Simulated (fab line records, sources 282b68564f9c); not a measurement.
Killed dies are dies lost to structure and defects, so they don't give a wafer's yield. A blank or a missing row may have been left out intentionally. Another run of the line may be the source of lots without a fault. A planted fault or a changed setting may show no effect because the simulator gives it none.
fab line records	flow ritCmos
record: lots: 6	wafers: 18	lastDay: 7
route steps=202 shown SDANNEAL@153 PSD@157 NSD@158 PLDD@159 NLDD@160 SILICIDE@161 M1@202
lots that met no fault: from a run of the same line without faults
startH: hours from the record's first day to the start of the lot's first wafer shown	waitH: time in hours since the lot's previous step	" identical to the entry in the row above	L1.1+2: a row that stands for several wafers	- value missing, or start not given	* or withheld: withheld	< > ~ a bound
route shown NAME@n: NAME is a module with steps in the file, n the number in the route of the first one	usual: mean/standard deviation taken from wafers without a fault	same: alike in all rows	chamber/n: place in a boat	sites: per-site readings	_std_site: the values' standard deviation	_edge_site: mean of outer sites minus mean of inner sites	radiusMm: for every site, how far away it sits from the centre of the wafer	mask NAME#n: copy n	behind: the tool/chamber that last shaped the wafer	hold: the reason the lot was held/the length of the hold in hours/how it ended	device: transistor that didn't switch, given as n, p or np	end of line: tests of these same wafers at the route's end	a step without rows: its recipe alone	killed: not the wafer's yield, but the dies lost to structure and defects at the first sort	map: a wafer's dies, marking killed ones x, the rest . and places with no die _
set.NAME: the setting that was run; set.NAME@STEP: the one run at that earlier step	model.NAME: the simulator's own value behind a step, which no gauge read
lots seen at some steps along the route; tables by step, rows by wafer
services: from which hour (startH, from the record's first day; less than 0 if before it) a tool's chamber was out of use, for how many hours, and why
== steps ==
step: RIT_SDANNEAL_CLEAN_00
recipe: chemistry: SC1	mix: 3:3:50	timeS: 600	tempC: 75
step: RIT_SDANNEAL_CLEAN_01
recipe: chemistry: dHF	dilution: 50:1	timeS: 30
step: RIT_SDANNEAL_CLEAN_02
recipe: chemistry: SC2	mix: 3:3:50	timeS: 600	tempC: 75	dry: n2Spin
step: RIT_SDANNEAL_RTA_03
recipe: tempC: 1050	timeS: 5	idleTempC: 600	rampUpCPerS: 342	rampDownCPerS: 171	coolToC: 600	ambient: N2
usual: chamberO2Ppm: 1.997/0.024	wafer_temp_C_max: 1053.4/1.2
lot.wafer	tool	chamber	startH	waitH	chamberO2Ppm	wafer_temp_C_max
L282.2	rtpAnneal-02	0	60.25	0.0	2.018	1054.6
L282.4	"	0	"	"	1.996	1053.1
L282.5	"	0	"	"	1.995	1054.0
L290.2	rtpAnneal-02	0	92.27	0.0	2.030	1055.2
L290.3	"	0	"	"	2.027	1052.4
L290.5	"	0	"	"	2.056	1053.0
L292.1	rtpAnneal-02	0	104.66	0.0	2.010	1052.6
L292.3	"	0	"	"	1.969	1052.5
L292.5	"	0	"	"	1.994	1053.4
L301.3	rtpAnneal-01	0	147.30	0.0	1.987	1053.3
L301.5	"	0	"	"	1.965	1053.5
L301.6	"	0	"	"	1.985	1052.4
L304.1	rtpAnneal-02	0	165.78	0.0	1.997	1052.1
L304.3	"	0	"	"	2.019	1053.1
L304.4	"	0	"	"	1.993	1053.7
L305.2	rtpAnneal-01	0	171.29	0.0	2.008	1054.1
L305.3	"	0	"	"	1.992	1052.5
L305.5	"	0	"	"	2.010	1054.0
step: RIT_SDANNEAL_RS_MEAS_04
recipe: thkMeasGauge: four-point-probe
usual: PSD_RS: 115.97/0.27
lot.wafer	tool	chamber	startH	waitH	PSD_RS[ohm/sq]
L282.2	filmMetro-03	-	60.32	0.1	115.61
L282.4	"	-	"	"	115.77
L282.5	"	-	"	"	115.95
L290.2	filmMetro-04	-	92.34	0.1	115.93
L290.3	"	-	"	"	115.64
L290.5	"	-	"	"	115.62
L292.1	filmMetro-03	-	104.72	0.0	115.52
L292.3	"	-	"	"	115.38
L292.5	"	-	"	"	115.66
L301.3	filmMetro-02	-	147.38	0.1	116.31
L301.5	"	-	"	"	116.10
L301.6	"	-	"	"	116.07
L304.1	filmMetro-04	-	165.83	0.0	115.55
L304.3	"	-	"	"	116.15
L304.4	"	-	"	"	115.78
L305.2	filmMetro-04	-	171.36	0.1	115.95
L305.3	"	-	"	"	116.21
L305.5	"	-	"	"	116.32
step: RIT_SDANNEAL_RS_MEAS_05
recipe: thkMeasGauge: four-point-probe
usual: NSD_RS: 84.35/0.28
lot.wafer	tool	chamber	startH	waitH	NSD_RS[ohm/sq]
L282.2	filmMetro-03	-	60.44	0.1	84.36
L282.4	"	-	"	"	84.51
L282.5	"	-	"	"	84.30
L290.2	filmMetro-04	-	92.46	0.1	84.12
L290.3	"	-	"	"	84.22
L290.5	"	-	"	"	84.25
L292.1	filmMetro-03	-	104.84	0.1	84.16
L292.3	"	-	"	"	84.47
L292.5	"	-	"	"	84.15
L301.3	filmMetro-02	-	147.50	0.1	84.27
L301.5	"	-	"	"	84.44
L301.6	"	-	"	"	84.34
L304.1	filmMetro-04	-	165.95	0.1	84.42
L304.3	"	-	"	"	84.14
L304.4	"	-	"	"	84.36
L305.2	filmMetro-04	-	171.48	0.1	84.64
L305.3	"	-	"	"	84.31
L305.5	"	-	"	"	84.39
step: RIT_SDANNEAL_RS_MEAS_06
recipe: thkMeasGauge: four-point-probe
usual: PLDD_RS: 179.0/0.4
lot.wafer	tool	chamber	startH	waitH	PLDD_RS[ohm/sq]
L282.2	filmMetro-03	-	60.56	0.1	179.2
L282.4	"	-	"	"	179.0
L282.5	"	-	"	"	179.5
L290.2	filmMetro-04	-	92.58	0.1	179.3
L290.3	"	-	"	"	178.5
L290.5	"	-	"	"	178.7
L292.1	filmMetro-03	-	104.96	0.1	178.9
L292.3	"	-	"	"	178.6
L292.5	"	-	"	"	178.3
L301.3	filmMetro-02	-	147.62	0.1	179.0
L301.5	"	-	"	"	178.7
L301.6	"	-	"	"	178.8
L304.1	filmMetro-04	-	166.07	0.1	179.2
L304.3	"	-	"	"	178.6
L304.4	"	-	"	"	179.3
L305.2	filmMetro-04	-	171.60	0.1	179.4
L305.3	"	-	"	"	179.1
L305.5	"	-	"	"	178.9
step: RIT_SDANNEAL_RS_MEAS_07
recipe: thkMeasGauge: four-point-probe
usual: NLDD_RS: 151.6/0.54
lot.wafer	tool	chamber	startH	waitH	NLDD_RS[ohm/sq]
L282.2	filmMetro-03	-	60.68	0.1	150.6
L282.4	"	-	"	"	151.2
L282.5	"	-	"	"	151.0
L290.2	filmMetro-04	-	92.70	0.1	151.1
L290.3	"	-	"	"	151.1
L290.5	"	-	"	"	151.3
L292.1	filmMetro-03	-	105.08	0.1	152.0
L292.3	"	-	"	"	152.0
L292.5	"	-	"	"	152.0
L301.3	filmMetro-02	-	147.74	0.1	151.1
L301.5	"	-	"	"	151.2
L301.6	"	-	"	"	151.2
L304.1	filmMetro-04	-	166.19	0.1	151.9
L304.3	"	-	"	"	152.8
L304.4	"	-	"	"	152.5
L305.2	filmMetro-04	-	171.72	0.1	152.2
L305.3	"	-	"	"	152.2
L305.5	"	-	"	"	151.9
step: RIT_SILICIDE_WET_ETCH_00
recipe: chemistry: BOE	target: SiO2	targetDepthNm: 14	timeS: 15	dry: n2Spin	dilution: 10:1	tempC: 21.5
step: RIT_SILICIDE_SPUTTER_01
recipe: material: Ti	targetThkNm: 30	powerW: 350	chamberPressurePa: 0.667	gas: Ar	timeS: 229.8	substrateTempC: 25
usual: throttleValvePct: 30.2/0.55
lot.wafer	tool	chamber	startH	waitH	throttleValvePct
L282.2	pvdSputter-04	-	60.79	0.0	30.5
L282.4	"	-	"	"	29.8
L282.5	"	-	"	"	30.3
L290.2	pvdSputter-04	-	92.82	0.0	30.2
L290.3	"	-	"	"	31.5
L290.5	"	-	"	"	31.1
L292.1	pvdSputter-04	-	105.21	0.0	30.2
L292.3	"	-	"	"	29.9
L292.5	"	-	"	"	31.3
L301.3	pvdSputter-02	-	147.83	0.0	29.5
L301.5	"	-	"	"	29.8
L301.6	"	-	"	"	29.7
L304.1	pvdSputter-04	-	166.33	0.0	30.0
L304.3	"	-	"	"	31.1
L304.4	"	-	"	"	29.9
L305.2	pvdSputter-02	-	171.83	0.0	29.5
L305.3	"	-	"	"	30.1
L305.5	"	-	"	"	29.9
step: RIT_SILICIDE_RS_MEAS_02
recipe: thkMeasGauge: four-point-probe	reads: Ti_of_SILICIDE_SPUTTER_01
usual: SILICIDE_TI_RS: 50.3/0.56
lot.wafer	tool	chamber	startH	waitH	SILICIDE_TI_RS[ohm/sq]
L282.2	filmMetro-01	-	60.96	0.1	49.5
L282.4	"	-	"	"	49.6
L282.5	"	-	"	"	49.5
L290.2	filmMetro-01	-	92.99	0.1	50.1
L290.3	"	-	"	"	50.6
L290.5	"	-	"	"	50.5
L292.1	filmMetro-02	-	105.36	0.1	49.9
L292.3	"	-	"	"	50.2
L292.5	"	-	"	"	50.3
L301.3	filmMetro-01	-	148.02	0.1	49.8
L301.5	"	-	"	"	50.4
L301.6	"	-	"	"	49.7
L304.1	filmMetro-02	-	166.48	0.1	50.0
L304.3	"	-	"	"	50.3
L304.4	"	-	"	"	50.1
L305.2	filmMetro-02	-	172.00	0.1	50.1
L305.3	"	-	"	"	50.5
L305.5	"	-	"	"	50.6
step: RIT_SILICIDE_THK_MEAS_03
recipe: thkMeasGauge: xrf	reads: Ti_of_SILICIDE_SPUTTER_01
usual: SILICIDE_TI_THK: 29.1/0.31
lot.wafer	tool	chamber	startH	waitH	SILICIDE_TI_THK[nm]
L282.2	filmMetro-01	-	61.07	0.1	29.2
L282.4	"	-	"	"	29.0
L282.5	"	-	"	"	29.1
L290.2	filmMetro-01	-	93.10	0.1	29.0
L290.3	"	-	"	"	28.8
L290.5	"	-	"	"	28.8
L292.1	filmMetro-02	-	105.48	0.1	29.6
L292.3	"	-	"	"	29.4
L292.5	"	-	"	"	29.2
L301.3	filmMetro-01	-	148.12	0.1	29.0
L301.5	"	-	"	"	28.7
L301.6	"	-	"	"	29.2
L304.1	filmMetro-02	-	166.60	0.1	29.4
L304.3	"	-	"	"	29.4
L304.4	"	-	"	"	29.4
L305.2	filmMetro-02	-	172.11	0.1	29.3
L305.3	"	-	"	"	29.2
L305.5	"	-	"	"	29.1
step: RIT_SILICIDE_RTA_04
recipe: tempC: 650	timeS: 10	idleTempC: 25	rampUpS: 5	rampDownS: 5	coolToC: 25	ambient: N2
usual: chamberO2Ppm: 1.999/0.023	wafer_temp_C_max: 652.5/0.87
lot.wafer	tool	chamber	startH	waitH	chamberO2Ppm	wafer_temp_C_max
L282.2	rtpAnneal-02	0	61.13	0.1	2.008	652.2
L282.4	"	0	"	"	1.986	651.5
L282.5	"	0	"	"	2.002	652.0
L290.2	rtpAnneal-01	0	93.16	0.1	1.980	646.1
L290.3	"	0	"	"	1.989	646.6
L290.5	"	0	"	"	1.995	646.7
L292.1	rtpAnneal-01	0	105.54	0.1	1.985	646.1
L292.3	"	0	"	"	2.001	644.9
L292.5	"	0	"	"	1.960	645.7
L301.3	rtpAnneal-02	0	148.18	0.1	2.040	652.3
L301.5	"	0	"	"	1.992	651.7
L301.6	"	0	"	"	1.992	651.2
L304.1	rtpAnneal-01	0	166.66	0.1	2.021	653.5
L304.3	"	0	"	"	1.993	653.4
L304.4	"	0	"	"	1.977	653.6
L305.2	rtpAnneal-02	0	172.17	0.1	2.041	651.8
L305.3	"	0	"	"	1.974	651.7
L305.5	"	0	"	"	1.975	651.8
step: RIT_SILICIDE_WET_ETCH_05
recipe: chemistry: SPM	target: Ti	tempC: 90	timeS: 120	dry: n2Spin
step: RIT_M1_PROBE_99
usual: killedAtContacts: 0.1/0.27	killedAtFrontEnd: 7/3.3	killedDies: 7/3.3	killedOpen: 3.5/2	killedShort: 3.8/2.2
same: grossDies: 264	killed_at_M0_to_M3: 0	killed_at_M4_up: 0	killedAtBackSide: 0	killedAtOther: 0
lot.wafer	tool	chamber	startH	waitH	killedAtContacts	killedAtFrontEnd	killedDies	killedOpen	killedShort	model.etest.npolyLine.rsOhmSq	model.etest.ppolyLine.rsOhmSq	model.etest.npolySal.rsOhmSq	model.etest.ppolySal.rsOhmSq	model.etest.pplusSal.rsOhmSq	model.etest.nplusSal.rsOhmSq	model.etest.pplusSal.lineOhmUm	model.etest.nplusSal.lineOhmUm
L282.2	prober-01	-	67.94	0.1	0	0	0	0	0	17.26	16.73	4.49	4.426	4.462	4.452	1.31	1.286
L282.4	prober-01	-	68.04	0.2	0	4	4	2	2	17.32	16.89	4.476	4.442	4.415	4.423	1.315	1.296
L282.5	prober-01	-	68.09	0.2	0	4	4	4	0	17.24	16.78	4.473	4.455	4.444	4.402	1.288	1.263
L290.2	prober-02	-	99.97	0.1	0	11	11	1	10	17.84	17.27	4.617	4.591	4.597	4.555	1.321	1.327
L290.3	prober-02	-	100.02	0.2	0	12	12	7	5	18.01	17.49	4.642	4.62	4.617	4.587	1.336	1.32
L290.5	prober-02	-	100.12	0.2	0	7	7	2	5	17.94	17.41	4.664	4.649	4.608	4.612	1.345	1.331
L292.1	prober-02	-	112.26	0.1	1	12	13	8	5	17.79	17.32	4.577	4.516	4.498	4.469	1.326	1.302
L292.3	prober-02	-	112.36	0.2	1	9	10	3	7	17.97	16.98	4.65	4.589	4.57	4.565	1.323	1.322
L292.5	prober-02	-	112.46	0.2	1	10	11	8	3	18.04	17.29	4.624	4.575	4.57	4.579	1.331	1.311
L301.3	prober-01	-	154.77	0.2	0	8	8	3	4	17.43	16.84	4.537	4.472	4.44	4.441	1.269	1.294
L301.5	prober-01	-	154.87	0.2	0	6	6	4	2	17.6	17.08	4.508	4.454	4.468	4.439	1.273	1.288
L301.6	prober-01	-	154.92	0.2	0	4	4	2	2	17.45	16.96	4.487	4.428	4.429	4.388	1.279	1.282
L304.1	prober-02	-	173.35	0.1	0	7	7	3	4	17.44	16.99	4.505	4.473	4.496	4.471	1.292	1.294
L304.3	prober-02	-	173.45	0.2	0	9	9	4	5	17.58	17.03	4.492	4.505	4.468	4.475	1.292	1.293
L304.4	prober-02	-	173.50	0.2	0	8	8	2	6	17.39	17.08	4.479	4.459	4.445	4.432	1.295	1.279
L305.2	prober-01	-	178.77	0.1	0	6	6	4	2	17.3	16.75	4.497	4.463	4.455	4.428	1.293	1.263
L305.3	prober-01	-	178.82	0.2	0	4	4	2	2	17.44	16.91	4.572	4.497	4.479	4.479	1.302	1.298
L305.5	prober-01	-	178.92	0.2	0	8	8	3	5	17.64	16.7	4.553	4.501	4.52	4.473	1.335	1.316
killed by level:class
L282.4 FOX2:geometricParticle:open=1 GATE:geometricParticle:short=1 SPACER:geometricParticle:short=1 SPACER:geometricParticle:open=1
L282.5 ACTIVE:geometricParticle:open=1 GATE:geometricParticle:open=1 SPACER:geometricParticle:open=1 SILICIDE:geometricParticle:open=1
L290.2 GATE:geometricParticle:short=8 SPACER:geometricParticle:short=1 SPACER:geometricParticle:open=1 SILICIDE:geometricParticle:short=1
L290.3 GATE:geometricParticle:short=4 GATE:geometricParticle:open=3 FOX1:geometricParticle:open=1 REOX:geometricParticle:open=1 SPACER:geometricParticle:open=1 SPACER:geometricParticle:short=1 SILICIDE:geometricParticle:open=1
L290.5 GATE:geometricParticle:short=4 FOX1:geometricParticle:open=1 GATE:geometricParticle:open=1 SPACER:geometricParticle:short=1
L292.1 GATE:geometricParticle:open=3 SPACER:geometricParticle:short=3 SPACER:geometricParticle:open=2 FOX1:geometricParticle:open=1 FOX1:geometricParticle:short=1 FOX2:geometricParticle:open=1 GATE:geometricParticle:short=1 CONTACT:geometricParticle:open=1
L292.3 SPACER:geometricParticle:short=3 GATE:geometricParticle:open=2 REOX:geometricParticle:short=2 FOX2:geometricParticle:open=1 GATE:geometricParticle:short=1 CONTACT:geometricParticle:short=1
L292.5 GATE:geometricParticle:open=3 FOX1:geometricParticle:short=2 FOX2:geometricParticle:open=2 FOX1:geometricParticle:open=1 GATE:geometricParticle:short=1 SILICIDE:geometricParticle:open=1 CONTACT:geometricParticle:open=1
L301.3 GATE:geometricParticle:short=2 GATE:geometricParticle:open=2 FOX1:geometricParticle:short=1 FOX1:geometricParticle:open=1 SILICIDE:geometricParticle:short=1 NWELL:coatMicrobubblePrinted=1
L301.5 GATE:geometricParticle:open=3 FOX1:geometricParticle:open=1 FOX1:geometricParticle:short=1 GATE:geometricParticle:short=1
L301.6 ACTIVE:geometricParticle:open=1 GATE:geometricParticle:short=1 REOX:geometricParticle:short=1 SPACER:geometricParticle:open=1
L304.1 SPACER:geometricParticle:short=2 FOX2:geometricParticle:open=1 GATE:geometricParticle:open=1 GATE:geometricParticle:short=1 REOX:geometricParticle:open=1 SILICIDE:geometricParticle:short=1
L304.3 FOX1:geometricParticle:open=3 GATE:geometricParticle:short=3 FOX1:geometricParticle:short=1 SILICIDE:geometricParticle:open=1 SILICIDE:geometricParticle:short=1
L304.4 SPACER:geometricParticle:open=2 SPACER:geometricParticle:short=2 SILICIDE:geometricParticle:short=2 FOX1:geometricParticle:short=1 GATE:geometricParticle:short=1
L305.2 FOX1:geometricParticle:short=1 FOX1:geometricParticle:open=1 FOX2:geometricParticle:open=1 GATE:geometricParticle:short=1 GATE:geometricParticle:open=1 REOX:geometricParticle:open=1
L305.3 GATE:geometricParticle:open=2 GATE:geometricParticle:short=1 SPACER:geometricParticle:short=1
L305.5 GATE:geometricParticle:short=4 FOX1:geometricParticle:short=1 FOX1:geometricParticle:open=1 GATE:geometricParticle:open=1 SPACER:geometricParticle:open=1
== services ==
tool	chamber	startH	hours	kind
rtpAnneal-02	-	44.45	3.1	pm
rtpAnneal-01	-	62.40	5.4	pm
pvdSputter-04	-	83.32	7.8	repair
== key ==
firstSign: step: RIT_SILICIDE_RTA_04	reading: wafer_temp_C_max	direction: down	sigmas: 7.5	usual: *	struck: *
effect none on later readings
modelEffect: step: RIT_M1_PROBE_99	value: etest.npolyLine.rsOhmSq	without: 17.52	struck: 17.93
metAt RIT_SILICIDE_RTA_04
struckWafers L290.2,L290.3,L290.5,L292.1,L292.3,L292.5
testerLeftOut L290,L292
fault: kind: processParameterDrift	tool: rtpAnneal-01	chamber: -	onsetH: 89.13	steps: RIT_SILICIDE_RTA_04	channel: tempC	offset: *	shape: step	endH: 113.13	actsIn: *	stated: *
testerLeftOut: of these lots the tester's yield and bins aren't shown, on N5 and GAA mostly nor the transistor test; their killed dies are dies lost to structure and defects alone, not to doping, threshold or leakage, so they don't give the yield
